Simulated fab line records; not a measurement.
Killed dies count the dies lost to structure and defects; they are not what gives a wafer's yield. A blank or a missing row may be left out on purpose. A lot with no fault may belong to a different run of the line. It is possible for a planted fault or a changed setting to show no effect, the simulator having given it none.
fab line records	flow berkeley-cmos170
record lots=5	wafers=23
route steps=331 shown NWELL@28 ACTIVE@68 GATE@135 PLDD@154 NLDD@167 PSD@179 CONTACT@229 V1@256
start-h: hours from the record's first day to the start of the lot's first wafer shown	wait-h: hours since the lot's step before	" identical to the entry in the row above	L1.1+2: several wafers, shown together as one row	- value missing, or start not given	* or withheld: withheld	< > ~ a bound
route shown NAME@n: a module of which the file shows steps, and the number in the route of the first	usual: mean and standard deviation over wafers with no fault	same: alike in all rows	chamber/n: place in a boat	sites: per-site readings	_std_site: how widely they spread, as a standard deviation	_edge_site: the outer-site mean with the inner-site mean subtracted	radius-mm: for every site, how far away it sits from the centre of the wafer	mask NAME#n: copy n	behind: the tool/chamber that last shaped the wafer	hold: cause of the lot's hold/its duration in hours/its outcome	device: whichever transistor did not switch (one of n, p or np)	end of line: tests run on the same wafers once the route is complete	a step without rows: its recipe alone	killed: the dies lost at the first sort to structure and to defects; this is not the yield of the wafer	map: a wafer's dies, x killed, . not, _ none there
set.NAME: the run value of the setting; set.NAME@STEP: its run value at that earlier step	model.NAME: the simulator's own value behind a step, which no gauge read
lots run with intentionally changed settings; tables by step, rows by wafer
## steps
# step UCB170_NWELL_IMPLANT_14
# recipe species=P	dose-cm2=1e+13	energy-kev=150	tilt-deg=7
lot.wafer	tool	chamber	start-h	wait-h	set.dose-cm2
L077.1+6	implanter-03	0	45.56	0.1	1e+13
L077.2+4+5	"	0	"	"	1.026e+13
L080.1+6	implanter-01	0	61.62	0.1	9.383e+12
L080.2+4+5	"	0	"	"	1e+13
L082.1+4+6	implanter-03	0	72.21	0.1	1.027e+13
L082.3+5	"	0	"	"	1e+13
L084.1+5+6	implanter-01	0	82.17	0.1	1e+13
L085.1+3+5	implanter-03	0	86.47	0.1	9.459e+12
L085.2+4	"	0	"	"	1e+13
# step UCB170_NWELL_STRIP_15
# recipe chemistry=O2	power-w=400	pressure-mtorr=3500	platen-temp-c=withheld	o2-flow-sccm=400	overash-fraction=0.5
# step UCB170_NWELL_TW_MEAS_16
# usual NWELL_TW=1250/7
lot.wafer	tool	chamber	start-h	wait-h	set.dose-cm2@NWELL_IMPLANT_14	NWELL_TW
L077.1	film-metro-03	-	45.81	0.1	1e+13	1252
L077.2	"	-	"	"	1.026e+13	1264
L077.4	"	-	"	"	1.026e+13	1259
L077.5	"	-	"	"	1.026e+13	1263
L077.6	"	-	"	"	1e+13	1251
L080.1	film-metro-02	-	61.87	0.1	9.383e+12	1219
L080.2	"	-	"	"	1e+13	1235
L080.4	"	-	"	"	1e+13	1238
L080.5	"	-	"	"	1e+13	1240
L080.6	"	-	"	"	9.383e+12	1218
L082.1	film-metro-04	-	72.46	0.1	1.027e+13	1279
L082.3	"	-	"	"	1e+13	1262
L082.4	"	-	"	"	1.027e+13	1271
L082.5	"	-	"	"	1e+13	1264
L082.6	"	-	"	"	1.027e+13	1271
L084.1	film-metro-03	-	82.42	0.1	1e+13	1250
L084.5	"	-	"	"	1e+13	1245
L084.6	"	-	"	"	1e+13	1248
L085.1	film-metro-03	-	86.72	0.1	9.459e+12	1227
L085.2	"	-	"	"	1e+13	1239
L085.3	"	-	"	"	9.459e+12	1219
L085.4	"	-	"	"	1e+13	1246
L085.5	"	-	"	"	9.459e+12	1216
# step UCB170_ACTIVE_COAT_08
# recipe resist=KrF	spin-rpm=1500	resist-thk-nm=900
lot.wafer	tool	chamber	start-h	wait-h	set.resist-thk-nm	model.KrF_of_ACTIVE_COAT_08.thk-nm
L077.1	litho-track-04	0	89.99	0.1	900	902.6
L077.2	"	0	"	"	900	901.9
L077.4	"	0	"	"	900	901.6
L077.5	"	0	"	"	900	902.5
L077.6	"	0	"	"	900	901.8
L080.1	litho-track-04	0	110.53	0.1	900	899.5
L080.2	"	0	"	"	882	882
L080.4	"	0	"	"	900	901
L080.5	"	0	"	"	900	902.5
L080.6	"	0	"	"	882	880.7
L082.1	litho-track-03	0	122.50	0.1	930.3	930.1
L082.3	"	0	"	"	930.3	929.2
L082.4	"	0	"	"	900	900.3
L082.5	"	0	"	"	900	900.2
L082.6	"	0	"	"	930.3	930.8
L084.1	litho-track-03	0	132.47	0.1	900	903.4
L084.5	"	0	"	"	900	900.3
L084.6	"	0	"	"	900	902.8
L085.1	litho-track-04	0	132.47	0.1	924.4	929.7
L085.2	"	0	"	"	900	905
L085.3	"	0	"	"	900	905.2
L085.4	"	0	"	"	900	901.7
L085.5	"	0	"	"	924.4	929.8
# step UCB170_GATE_EXPOSE_09
# recipe mask-id=POLY	target-cd-nm=350	na=0.5	sigma-outer=0.6	source-shape=conventional	dose-mj=21
lot.wafer	tool	chamber	start-h	wait-h	mask	set.dose-mj
L077.1+2+4+5+6	krf-scanner-01	0	134.92	-	POLY#0	21
L080.1+2+5	krf-scanner-01	0	155.10	-	POLY#0	21
L080.4+6	"	0	"	"	POLY#0	21.86
L082.1+3+4	krf-scanner-02	0	171.47	-	POLY#0	21.65
L082.5+6	"	0	"	"	POLY#0	21
L085.1+2	krf-scanner-02	0	181.71	-	POLY#0	21
L085.3+4+5	"	0	"	"	POLY#0	21.57
L084.1+5+6	krf-scanner-01	0	181.95	-	POLY#0	21
# step UCB170_GATE_DEVELOP_11
# recipe developer=TMAH	develop-time-s=45	resist=KrF	dev-temp-c=21
lot.wafer	tool	chamber	start-h	wait-h	set.dev-temp-c
L077.1+2+4+5+6	litho-track-03	0	-	-	21
L080.1+2	litho-track-04	0	-	-	21
L080.4+5+6	"	0	"	"	22.94
L082.1+6	litho-track-04	0	-	-	21
L082.3+4+5	"	0	"	"	17.84
L085.1+2+5	litho-track-02	0	-	-	17.83
L085.3+4	"	0	"	"	21
L084.1+5+6	litho-track-03	0	-	-	21
# step UCB170_GATE_CD_MEAS_12
# recipe target-cd-nm=350
# usual cd-nm=350.5/1.3
lot.wafer	tool	chamber	start-h	wait-h	set.dose-mj@GATE_EXPOSE_09	cd-nm
L077.1	cd-sem-02	-	135.38	-	21	350.7
L077.2	"	-	"	"	21	350.5
L077.4	"	-	"	"	21	350.3
L077.5	"	-	"	"	21	350.0
L077.6	"	-	"	"	21	350.6
L080.1	cd-sem-01	-	155.49	-	21	349.3
L080.2	"	-	"	"	21	350.7
L080.4	"	-	"	"	21.86	343.2
L080.5	"	-	"	"	21	350.5
L080.6	"	-	"	"	21.86	343.4
L082.1	cd-sem-02	-	172.19	-	21.65	345.9
L082.3	"	-	"	"	21.65	345.6
L082.4	"	-	"	"	21.65	345.2
L082.5	"	-	"	"	21	351.8
L082.6	"	-	"	"	21	352.2
L085.1	cd-sem-02	-	182.26	-	21	349.5
L085.2	"	-	"	"	21	349.4
L085.3	"	-	"	"	21.57	345.3
L085.4	"	-	"	"	21.57	347.2
L085.5	"	-	"	"	21.57	345.4
L084.1	cd-sem-01	-	182.51	-	21	352.4
L084.5	"	-	"	"	21	351.7
L084.6	"	-	"	"	21	351.2
# step UCB170_GATE_ETCH_14
# recipe chemistry=N2/H2	target-depth-a=withheld	overetch-a=withheld	target=BARC	time-s=withheld	source-w=500	bias-w=100	pressure-mtorr=30	n2-flow-sccm=100	h2-flow-sccm=200
# step UCB170_GATE_ETCH_15
# recipe chemistry=HBr/Cl2	target=poly-Si	stop-on=SiO2	over-etch-frac=0.3	icp-w=300	bias-w=150	time-s=56.3	pressure-mtorr=15	HBr_flow_sccm=150	Cl2_flow_sccm=50	target-depth-a=2782
lot.wafer	tool	chamber	start-h	wait-h	set.dose-mj@GATE_EXPOSE_09	model.GATE.cd-nm
L077.1	rie-si-01	1	135.58	-	21	350.5
L077.2+6	"	2,0	"	"	21	350.2
L077.4	"	0	"	"	21	350.4
L077.5	"	3	"	"	21	350.7
L080.1	rie-si-01	3	155.69	-	21	349.5
L080.2	"	1	"	"	21	350.6
L080.4	"	1	"	"	21.86	343.3
L080.5	"	3	"	"	21	350.7
L080.6	"	0	"	"	21.86	342.8
L082.1	rie-si-02	3	172.39	-	21.65	344.5
L082.3	"	1	"	"	21.65	345.6
L082.4	"	0	"	"	21.65	346.3
L082.5	"	1	"	"	21	351
L082.6	"	0	"	"	21	352.4
L085.1	rie-si-02	1	182.46	-	21	350.1
L085.2	"	3	"	"	21	348.5
L085.3	"	2	"	"	21.57	344.9
L085.4	"	0	"	"	21.57	346.7
L085.5	"	1	"	"	21.57	345.3
L084.1	rie-si-01	3	182.71	-	21	352.8
L084.5	"	3	"	"	21	351.9
L084.6	"	1	"	"	21	351.8
# step UCB170_GATE_STRIP_16
# recipe chemistry=O2	power-w=400	pressure-mtorr=3500	platen-temp-c=withheld	o2-flow-sccm=400	overash-fraction=0.5
# step UCB170_GATE_CD_MEAS_90
# recipe target-cd-nm=350
# usual cd-nm=350.4/1.5
lot.wafer	tool	chamber	start-h	wait-h	set.dose-mj@GATE_EXPOSE_09	cd-nm
L077.1	cd-sem-01	-	135.73	0.1	21	350.4
L077.2	"	-	"	"	21	350.1
L077.4	"	-	"	"	21	350.1
L077.5	"	-	"	"	21	351.0
L077.6	"	-	"	"	21	350.1
L080.1	cd-sem-02	-	155.84	0.1	21	349.6
L080.2	"	-	"	"	21	350.6
L080.4	"	-	"	"	21.86	343.3
L080.5	"	-	"	"	21	350.6
L080.6	"	-	"	"	21.86	343.1
L082.1	cd-sem-02	-	172.58	0.1	21.65	344.5
L082.3	"	-	"	"	21.65	345.3
L082.4	"	-	"	"	21.65	346.3
L082.5	"	-	"	"	21	351.1
L082.6	"	-	"	"	21	353.1
L085.1	cd-sem-02	-	182.61	0.1	21	350.2
L085.2	"	-	"	"	21	348.5
L085.3	"	-	"	"	21.57	344.8
L085.4	"	-	"	"	21.57	346.4
L085.5	"	-	"	"	21.57	345.7
L084.1	cd-sem-01	-	182.85	0.1	21	352.8
L084.5	"	-	"	"	21	351.9
L084.6	"	-	"	"	21	351.8
# step UCB170_PLDD_IMPLANT_09
# recipe species=BF2	dose-cm2=5e+13	energy-kev=10	tilt-deg=7	rotation-deg=180
lot.wafer	tool	chamber	start-h	wait-h	set.dose-cm2
L077.1+5	implanter-03	0	137.30	0.1	5.131e+13
L077.2+4+6	"	0	"	"	5e+13
L080.1+5+6	implanter-02	0	157.45	0.1	5e+13
L080.2+4	"	0	"	"	5.264e+13
L082.1+4+6	implanter-04	0	174.22	0.1	4.661e+13
L082.3+5	"	0	"	"	5e+13
L085.1+4	implanter-02	0	184.77	0.1	5.172e+13
L085.2+3+5	"	0	"	"	5e+13
L084.1+5+6	implanter-04	0	185.20	0.1	5e+13
# step UCB170_NLDD_IMPLANT_09
# recipe species=As	dose-cm2=5e+13	energy-kev=30	tilt-deg=7	rotation-deg=180
lot.wafer	tool	chamber	start-h	wait-h	set.dose-cm2
L077.1+2	implanter-04	0	139.33	0.1	5.187e+13
L077.4+5+6	"	0	"	"	5e+13
L080.1+6	implanter-04	0	159.37	0.1	5.155e+13
L080.2+4+5	"	0	"	"	5e+13
L082.1+3+4+5+6	implanter-02	0	176.22	0.1	5e+13
L085.1+5	implanter-04	0	186.53	0.1	5.342e+13
L085.2+3+4	"	0	"	"	5e+13
L084.1+5+6	implanter-04	0	186.98	0.1	5e+13
# step UCB170_PSD_PEB_04
# recipe peb-temp-c=130	peb-time-s=withheld	resist=KrF
lot.wafer	tool	chamber	start-h	wait-h	set.peb-temp-c
L077.1+2+4+5+6	litho-track-01	0	147.56	0.9	130
L080.1+5	litho-track-02	0	164.86	0.1	130
L080.2+4+6	"	0	"	"	127
L082.1+5	litho-track-04	0	182.52	0.1	130
L082.3+4+6	"	0	"	"	128.2
L085.1+3	litho-track-04	0	195.03	0.6	130
L085.2+4+5	"	0	"	"	131.1
L084.1+5+6	litho-track-01	0	195.13	0.6	130
# step UCB170_PSD_DEVELOP_05
# recipe developer=TMAH	develop-time-s=45	resist=KrF	dev-temp-c=21
# step UCB170_PSD_CD_MEAS_06
# recipe target-cd-nm=1200
# usual cd-nm=1199.6/1.3
lot.wafer	tool	chamber	start-h	wait-h	set.peb-temp-c@PSD_PEB_04	cd-nm
L077.1	cd-sem-02	-	147.84	-	130	1196.8
L077.2	"	-	"	"	130	1196.0
L077.4	"	-	"	"	130	1196.4
L077.5	"	-	"	"	130	1196.3
L077.6	"	-	"	"	130	1197.3
L080.1	cd-sem-01	-	165.25	-	130	1200.9
L080.2	"	-	"	"	127	1177.1
L080.4	"	-	"	"	127	1176.6
L080.5	"	-	"	"	130	1199.0
L080.6	"	-	"	"	127	1177.1
L082.1	cd-sem-02	-	182.79	-	130	1198.8
L082.3	"	-	"	"	128.2	1185.6
L082.4	"	-	"	"	128.2	1186.6
L082.5	"	-	"	"	130	1198.3
L082.6	"	-	"	"	128.2	1185.6
L085.1	cd-sem-02	-	195.30	-	130	1199.6
L085.2	"	-	"	"	131.1	1205.2
L085.3	"	-	"	"	130	1199.2
L085.4	"	-	"	"	131.1	1206.8
L085.5	"	-	"	"	131.1	1206.8
L084.1	cd-sem-01	-	195.41	-	130	1202.7
L084.5	"	-	"	"	130	1200.3
L084.6	"	-	"	"	130	1202.2
# step UCB170_CONTACT_PEB_13
# recipe peb-temp-c=130	peb-time-s=withheld	resist=KrF
lot.wafer	tool	chamber	start-h	wait-h	set.peb-temp-c
L077.1+4+6	litho-track-01	0	159.08	0.1	130
L077.2+5	"	0	"	"	132.4
L080.1+5+6	litho-track-01	0	176.72	0.1	133.8
L080.2+4	"	0	"	"	130
L082.1+3	litho-track-01	0	194.13	0.3	130
L082.4+5+6	"	0	"	"	127.3
L085.1+2+3+4+5	litho-track-01	0	205.57	0.3	130
L084.1+5+6	litho-track-03	0	206.31	0.6	130
# step UCB170_CONTACT_DEVELOP_14
# recipe developer=TMAH	develop-time-s=45	resist=KrF	dev-temp-c=21
# step UCB170_CONTACT_CD_MEAS_15
# recipe target-cd-nm=700
# usual cd-nm=700.4/1.3
lot.wafer	tool	chamber	start-h	wait-h	set.peb-temp-c@CONTACT_PEB_13	cd-nm
L077.1	cd-sem-01	-	159.43	-	130	701.8
L077.2	"	-	"	"	132.4	715.9
L077.4	"	-	"	"	130	702.0
L077.5	"	-	"	"	132.4	715.7
L077.6	"	-	"	"	130	701.8
L080.1	cd-sem-01	-	177.00	-	133.8	722.3
L080.2	"	-	"	"	130	702.0
L080.4	"	-	"	"	130	701.6
L080.5	"	-	"	"	133.8	723.2
L080.6	"	-	"	"	133.8	721.3
L082.1	cd-sem-01	-	194.41	-	130	702.2
L082.3	"	-	"	"	130	701.3
L082.4	"	-	"	"	127.3	681.5
L082.5	"	-	"	"	127.3	682.2
L082.6	"	-	"	"	127.3	682.6
L085.1	cd-sem-02	-	205.84	-	130	698.4
L085.2	"	-	"	"	130	699.5
L085.3	"	-	"	"	130	698.6
L085.4	"	-	"	"	130	698.1
L085.5	"	-	"	"	130	699.1
L084.1	cd-sem-02	-	206.58	-	130	700.1
L084.5	"	-	"	"	130	701.2
L084.6	"	-	"	"	130	700.0
# step UCB170_CONTACT_ETCH_17
# recipe chemistry=N2/H2	target-depth-a=withheld	overetch-a=withheld	target=BARC	time-s=withheld	source-w=500	bias-w=100	pressure-mtorr=30	n2-flow-sccm=100	h2-flow-sccm=200
# usual oes-product-au=0.991/0.018
lot.wafer	tool	chamber	start-h	wait-h	set.source-w	set.peb-temp-c@CONTACT_PEB_13	oes-product-au	model.CONTACT.cd-nm
L077.1	rie-diel-01	1	159.58	0.0	500	130	0.965	701.3
L077.2	"	0	"	"	500	132.4	0.954	716.3
L077.4	"	1	"	"	500	130	0.970	700.6
L077.5	"	3	"	"	500	132.4	0.990	716.8
L077.6	"	0	"	"	500	130	0.964	701
L080.1	rie-diel-04	2	177.16	0.0	449.1	133.8	0.957	721
L080.2	"	3	"	"	500	130	0.992	702.7
L080.4	"	0	"	"	449.1	130	0.938	700.8
L080.5	"	2	"	"	500	133.8	1.016	723.4
L080.6	"	3	"	"	449.1	133.8	0.933	720.7
L082.1	rie-diel-04	1	194.56	0.0	500	130	0.985	702.4
L082.3	"	2	"	"	554	130	1.067	702.8
L082.4	"	3	"	"	554	127.3	1.044	683.1
L082.5	"	3	"	"	500	127.3	0.995	682.7
L082.6	"	0	"	"	500	127.3	0.993	682.3
L085.1	rie-diel-04	1	206.00	0.0	500	130	0.976	698.4
L085.2	"	3	"	"	472.8	130	0.951	699.6
L085.3	"	2	"	"	472.8	130	0.974	697.7
L085.4	"	0	"	"	500	130	0.988	698.3
L085.5	"	3	"	"	500	130	0.970	699.4
L084.1	rie-diel-01	0	206.74	0.0	500	130	0.963	699.6
L084.5	"	3	"	"	500	130	0.984	701.8
L084.6	"	0	"	"	500	130	0.959	699.6
# step UCB170_CONTACT_ETCH_18
# recipe chemistry=CHF3/CF4/Ar	target=PSG	stop-on=TiSi2	CHF3_flow_sccm=45	cf4-flow-sccm=15	Ar_flow_sccm=150	pressure-mtorr=200	rf-w=700	target-depth-a=8400	over-etch-frac=0.2	time-s=195
# step UCB170_CONTACT_STRIP_19
# recipe chemistry=O2	power-w=400	pressure-mtorr=3500	platen-temp-c=withheld	o2-flow-sccm=400	overash-fraction=0.5
# step UCB170_CONTACT_CD_MEAS_90
# recipe target-cd-nm=700
# usual cd-nm=700.3/1.6
lot.wafer	tool	chamber	start-h	wait-h	set.peb-temp-c@CONTACT_PEB_13	cd-nm
L077.1	cd-sem-01	-	159.85	0.1	130	701.7
L077.2	"	-	"	"	132.4	716.2
L077.4	"	-	"	"	130	700.3
L077.5	"	-	"	"	132.4	717.2
L077.6	"	-	"	"	130	700.5
L080.1	cd-sem-01	-	177.42	0.1	133.8	720.8
L080.2	"	-	"	"	130	703.0
L080.4	"	-	"	"	130	701.1
L080.5	"	-	"	"	133.8	723.7
L080.6	"	-	"	"	133.8	720.1
L082.1	cd-sem-02	-	194.83	0.1	130	702.9
L082.3	"	-	"	"	130	702.7
L082.4	"	-	"	"	127.3	682.9
L082.5	"	-	"	"	127.3	681.8
L082.6	"	-	"	"	127.3	682.3
L085.1	cd-sem-01	-	206.27	0.1	130	699.0
L085.2	"	-	"	"	130	698.5
L085.3	"	-	"	"	130	697.4
L085.4	"	-	"	"	130	698.1
L085.5	"	-	"	"	130	698.4
L084.1	cd-sem-01	-	207.00	0.1	130	698.7
L084.5	"	-	"	"	130	702.2
L084.6	"	-	"	"	130	699.2
# step UCB170_V1_CMP_02
# recipe material=SiO2	down-force-psi=6	platen-rpm=60	pad-velocity-m-s=0.75398
lot.wafer	tool	chamber	start-h	wait-h	set.leave-above-ref-nm	model.SiO2_of_V1_CVD_00.thk-nm
L077.2	cmp-02	2	167.10	0.0	931.5	931.6
L077.1	"	3	"	"	1000	-
L077.4	"	1	"	"	931.5	-
L077.5	"	2	"	"	931.5	931.8
L077.6	"	3	"	"	1000	997.9
L080.4	cmp-02	2	187.39	0.0	1000	999.5
L080.2+5	"	0,2	"	"	1034	1034
L080.1	"	1	"	"	1034	-
L080.6	"	3	"	"	1000	-
L082.4	cmp-01	2	202.20	0.0	980.6	980.2
L082.3+6	"	3	"	"	980.6	-
L082.1	"	0	"	"	1000	999.8
L082.5	"	2	"	"	1000	-
L085.3+2	cmp-01	0,2	215.96	0.0	1000	1001
L085.1	"	1	"	"	1000	999.9
L085.4	"	3	"	"	1067	1068
L085.5	"	1	"	"	1067	1066
L084.1	cmp-01	2	216.26	0.3	1000	998.4
L084.6	"	2	"	"	1000	999.2
L084.5	"	3	"	"	1000	999.5
# step UCB170_V1_THK_MEAS_04
# recipe reads=SiO2_of_V1_CVD_00
# usual V1_POLISHED_THK=999.7/1.2
lot.wafer	tool	chamber	start-h	wait-h	set.leave-above-ref-nm@V1_CMP_02	V1_POLISHED_THK[nm]
L077.1	film-metro-04	-	167.52	0.1	1000	998.3
L077.2	"	-	"	"	931.5	931.6
L077.4	"	-	"	"	931.5	930.6
L077.5	"	-	"	"	931.5	931.4
L077.6	"	-	"	"	1000	998.0
L080.1	film-metro-02	-	187.81	0.1	1034	1033.2
L080.2	"	-	"	"	1034	1034.6
L080.4	"	-	"	"	1000	999.1
L080.5	"	-	"	"	1034	1033.2
L080.6	"	-	"	"	1000	997.7
L082.1	film-metro-04	-	202.62	0.1	1000	1000.7
L082.3	"	-	"	"	980.6	980.7
L082.4	"	-	"	"	980.6	980.3
L082.5	"	-	"	"	1000	999.4
L082.6	"	-	"	"	980.6	979.4
L085.1	film-metro-02	-	216.38	0.1	1000	999.8
L085.2	"	-	"	"	1000	1001.6
L085.3	"	-	"	"	1000	1001.0
L085.4	"	-	"	"	1067	1067.2
L085.5	"	-	"	"	1067	1066.0
L084.1	film-metro-04	-	216.68	0.1	1000	998.9
L084.5	"	-	"	"	1000	1000.3
L084.6	"	-	"	"	1000	998.3
# step UCB170_V1_CLEAN_05
# recipe chemistry=DIW
# step UCB170_V1_HMDS_06
# recipe prime-time-s=60	prime-temp-c=100
# step UCB170_V1_ETCH_14
# recipe chemistry=CHF3/CF4/Ar	target=SiO2	stop-on=Al	CHF3_flow_sccm=45	cf4-flow-sccm=15	Ar_flow_sccm=150	pressure-mtorr=200	rf-w=700	target-depth-a=12500	over-etch-frac=0.25	time-s=291
lot.wafer	tool	chamber	start-h	wait-h	set.leave-above-ref-nm@V1_CMP_02	model.etch.depth-nm	model.V1.feature-depth-nm
L077.1	rie-diel-01	0	170.15	0.0	1000	-	998.7
L077.2	"	2	"	"	931.5	931.6	931.6
L077.4	"	1	"	"	931.5	-	929.8
L077.5	"	1	"	"	931.5	931.8	931.8
L077.6	"	2	"	"	1000	997.9	997.9
L080.1	rie-diel-03	3	191.62	0.0	1034	-	1033
L080.2+5	"	1,0	"	"	1034	1034	1034
L080.4	"	0	"	"	1000	999.5	999.5
L080.6	"	3	"	"	1000	-	997.8
L082.1	rie-diel-02	2	205.56	0.0	1000	999.8	1000
L082.3	"	3	"	"	980.6	-	981.4
L082.4	"	0	"	"	980.6	980.2	980.2
L082.5	"	0	"	"	1000	-	1000
L082.6	"	1	"	"	980.6	-	980
L085.1	rie-diel-01	3	217.95	0.0	1000	999.9	1000
L085.2+3	"	2,0	"	"	1000	1001	1001
L085.4	"	1	"	"	1067	1068	1068
L085.5	"	2	"	"	1067	1066	1066
L084.1	rie-diel-03	1	218.19	0.0	1000	998.4	998.4
L084.5	"	0	"	"	1000	999.5	999.5
L084.6	"	1	"	"	1000	999.2	999.2
## key
split step=UCB170_NWELL_IMPLANT_14	setting=dose-cm2	stated=1e+13	by=wafer
response step=UCB170_NWELL_TW_MEAS_16	reading=NWELL_TW	change=+3.57	per=1%	r=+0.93
split step=UCB170_ACTIVE_COAT_08	setting=resist-thk-nm	stated=900	by=wafer
response step=UCB170_ACTIVE_COAT_08	reading=model.KrF_of_ACTIVE_COAT_08.thk-nm	change=+9.23	per=1%	r=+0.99
split step=UCB170_GATE_EXPOSE_09	setting=dose-mj	stated=21	by=wafer
response step=UCB170_GATE_CD_MEAS_12	reading=cd-nm	change=-1.71	per=1%	r=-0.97
response step=UCB170_GATE_ETCH_15	reading=model.GATE.cd-nm	change=-1.74	per=1%	r=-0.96
response step=UCB170_GATE_CD_MEAS_90	reading=cd-nm	change=-1.78	per=1%	r=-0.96
split step=UCB170_GATE_DEVELOP_11	setting=dev-temp-c	stated=21	by=wafer
response none clear
split step=UCB170_PLDD_IMPLANT_09	setting=dose-cm2	stated=5e+13	by=wafer
response none in this file
split step=UCB170_NLDD_IMPLANT_09	setting=dose-cm2	stated=5e+13	by=wafer
response none in this file
split step=UCB170_PSD_PEB_04	setting=peb-temp-c	stated=130	by=wafer
response step=UCB170_PSD_CD_MEAS_06	reading=cd-nm	change=+9.59	per=1%	r=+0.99
split step=UCB170_CONTACT_PEB_13	setting=peb-temp-c	stated=130	by=wafer
response step=UCB170_CONTACT_CD_MEAS_15	reading=cd-nm	change=+7.77	per=1%	r=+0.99
response step=UCB170_CONTACT_ETCH_17	reading=model.CONTACT.cd-nm	change=+7.9	per=1%	r=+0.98
response step=UCB170_CONTACT_CD_MEAS_90	reading=cd-nm	change=+7.92	per=1%	r=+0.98
split step=UCB170_CONTACT_ETCH_17	setting=source-w	stated=500	by=wafer
response step=UCB170_CONTACT_ETCH_17	reading=oes-product-au	change=+0.00562	per=1%	r=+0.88
split step=UCB170_V1_CMP_02	setting=leave-above-ref-nm	stated=1000	by=wafer
response step=UCB170_V1_CMP_02	reading=model.SiO2_of_V1_CVD_00.thk-nm	change=+9.81	per=1%	r=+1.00
response step=UCB170_V1_THK_MEAS_04	reading=V1_POLISHED_THK	change=+9.88	per=1%	r=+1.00
response step=UCB170_V1_ETCH_14	reading=model.etch.depth-nm	change=+9.81	per=1%	r=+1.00
response step=UCB170_V1_ETCH_14	reading=model.V1.feature-depth-nm	change=+9.87	per=1%	r=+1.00
